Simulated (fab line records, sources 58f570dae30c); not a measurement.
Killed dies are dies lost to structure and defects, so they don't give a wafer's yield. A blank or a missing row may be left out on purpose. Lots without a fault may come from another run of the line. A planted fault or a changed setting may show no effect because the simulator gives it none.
Problem report in the 8D (eight disciplines) form, filled by code | flow berkeley_cmos170 | the parts of the form that need people (team, actions taken, sign-off) are left out

1. THE PROBLEM
NWELL_NITRIDE_THK at UCB170_NWELL_THK_MEAS_05 reads a mean of 342.1 nm on 6 wafers of 2 lots; wafers without a fault read 224.7 nm with a standard deviation of 2.1. That is +56 standard deviations from the usual mean.
First seen on wafer L250.1, day 4 08:48, on film_metro-04. The record holds 42 wafers of 14 lots with a number at this step. Rule for "out", or "out of limits": more than 4 standard deviations from the usual mean. The other wafers with a number count as sound.

2. WHAT IT IS AND WHAT IT IS NOT
question                    | is                           | is not
which readings at this step | NWELL_NITRIDE_THK            | -
which lots                  | L250, L253                   | L241, L242, L243, L245, L251, L254, L257, L258, L259, L260, L262, L263
which wafers of those lots  | all that have a number       | -
read on which gauges        | film_metro-03, film_metro-04 | film_metro-01
when                        | from day 4 08:48             | up to then (12 sound wafers); but 24 sound wafers of L251, L254, L257, L258, L259, L260, L262, L263 came after

3. SUSPECTS, AND WHAT RULES EACH OUT
Counting: a tool at a process step up to the reading stays a suspect if it ran every lot that is out and no sound lot after the first of them.
- the gauge at UCB170_NWELL_THK_MEAS_05: ruled out. The wafers that are out were read on 2 gauges (film_metro-03, film_metro-04).
- lpcvd-02 at UCB170_NWELL_CVD_04 (deposits Si3N4 from SiH2Cl2/NH3, target thk 224 nm, time 3360 s): ruled out as a lasting fault. Sound lots L254 ran on it after its first lot that is out, L250 (day 4 06:52).
Left after counting: nothing in the record.

4. THE CAUSE (what the simulator had put in)
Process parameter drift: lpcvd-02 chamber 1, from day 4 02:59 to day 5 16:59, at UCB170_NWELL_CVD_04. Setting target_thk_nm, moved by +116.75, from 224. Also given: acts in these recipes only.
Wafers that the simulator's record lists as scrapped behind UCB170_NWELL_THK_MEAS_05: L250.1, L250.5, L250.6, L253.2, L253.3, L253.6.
Counting ruled it out, wrongly: the rule takes a fault to strike every lot that its tool runs from its start on, and this one did not.

5. THE CHAIN OF EFFECTS, in route order
Each row: a reading whose mean over the struck wafers that have a number lies more than 3 standard deviations from the usual. Only readings for which the record gives a usual standard deviation are gone through. hours: the time from each lot's start at the first step in this table that gives one to its start at this step, as a median over the lots. sigmas: the change in usual standard deviations.
hours | step                     | reading           | usual    | on struck wafers | change | sigmas
0     | UCB170_NWELL_THK_MEAS_05 | NWELL_NITRIDE_THK | 224.7 nm | 342.1            | +117.4 | +56

6. WHAT WOULD HAVE CAUGHT IT SOONER
In this record the first reading out of limits at a measuring or inspecting step was taken at day 4 08:48, 6 hours after the fault began at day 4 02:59.
Of the tool readings at UCB170_NWELL_CVD_04 for which the record gives a usual standard deviation, none was out on any struck wafer, so an alarm limit of 4 standard deviations on them would not have fired.
